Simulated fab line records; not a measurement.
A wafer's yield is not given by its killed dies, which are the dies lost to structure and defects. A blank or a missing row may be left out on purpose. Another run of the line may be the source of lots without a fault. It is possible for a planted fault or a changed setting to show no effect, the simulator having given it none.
Code-filled problem report in 8D (eight disciplines) form	flow berkeleyCmos170	the parts of the form that need people (team, actions taken, sign-off) are left out

1. THE PROBLEM
Wafers free of any fault read 1008 (standard deviation 6.9) for PLDD_TW at UCB170_PLDD_TW_MEAS_11, against a mean of 962 on 9 wafers of 3 lots. Measured from the usual mean, that is -6.7 standard deviations.
The first sign was on wafer L311.3 at day 10 16:59, on filmMetro-04. Wafers with a number at this step in the record: 45, from 15 lots. The rule behind "out" and "out of limits": a value lying over 4 standard deviations away from the usual mean. All remaining wafers that have a number are taken as sound.

2. WHAT THIS IS AND IS NOT
question	is	is not
which readings at this step	PLDD_TW	-
which lots	L311, L314, L315	L294, L295, L296, L299, L300, L301, L303, L304, L306, L307, L308, L316
which wafers of those lots	all that have a number	-
read on which gauges	filmMetro-01, filmMetro-04	filmMetro-02
when	from day 10 16:59	up to then (33 sound wafers); but 3 sound wafers of L316 came after

3. WHAT RULES OUT EACH SUSPECT
Counting: a tool at any process step up to the reading remains a suspect when it ran all the lots that are out and ran no sound lot after the first of those.
- the gauge at UCB170_PLDD_TW_MEAS_11: ruled out. Those wafers that are out were read across 2 gauges (filmMetro-01, filmMetro-04).
- implanter-03 at UCB170_PLDD_IMPLANT_08: kept. All lots that are out passed through it, beginning with L311 at day 10 16:37, and no sound lot followed; its final sound lot before that point was L306 at day 10 01:52. Its own readings are out on those wafers: doseIonsCm2, faradayCurrentUA.
After counting, what remains is implanter-03 at UCB170_PLDD_IMPLANT_08.

4. THE CAUSE (what the simulator had put in)
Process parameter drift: implanter-03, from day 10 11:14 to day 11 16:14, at UCB170_PLDD_IMPLANT_08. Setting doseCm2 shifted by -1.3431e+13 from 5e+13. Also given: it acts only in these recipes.
After counting, this tool was the only one left.

5. THE CHAIN OF EFFECTS, in route order
Each row: a reading whose mean over the struck wafers that have a number lies more than 3 standard deviations from the usual. Only readings whose record carries a usual standard deviation are examined. hours: median over the lots of the time between each lot's start at the first step of this table that gives one and its start at this step. sigmas: the change, counted in usual standard deviations.
hours	step	reading	usual	on struck wafers	change	sigmas
0	UCB170_PLDD_IMPLANT_08	doseIonsCm2	4.999e+13	3.652e+13	-1.347e+13	-99 or more
0	UCB170_PLDD_IMPLANT_08	faradayCurrentUA	159	117	-42	-14
0	UCB170_PLDD_TW_MEAS_11	PLDD_TW	1008	962	-46	-6.7
14	UCB170_SDANNEAL_RS_MEAS_04	PLDD_RS	1032 ohm/sq	1156	+124	+41
Its process steps:
- UCB170_PLDD_IMPLANT_08
At these later measuring or inspecting steps, every struck wafer for which the step has a row has a number for every such reading, and none has moved that far: UCB170_PSD_OVL_MEAS_07.

6. HOW IT WOULD HAVE BEEN CAUGHT EARLIER
In this record the first reading out of limits at a measuring or inspecting step was taken at day 10 16:59, 6 hours after the fault began at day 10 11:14.
At UCB170_PLDD_IMPLANT_08, the tool's own readings (doseIonsCm2, faradayCurrentUA) were out on each struck wafer the step has a row for, so an alarm limit on them would have fired on the first such wafer.
Of the lots that are out (3), L314, L315 began UCB170_PLDD_IMPLANT_08 on implanter-03 after day 10 16:59. A hold on the tool at that time would have spared those 2.
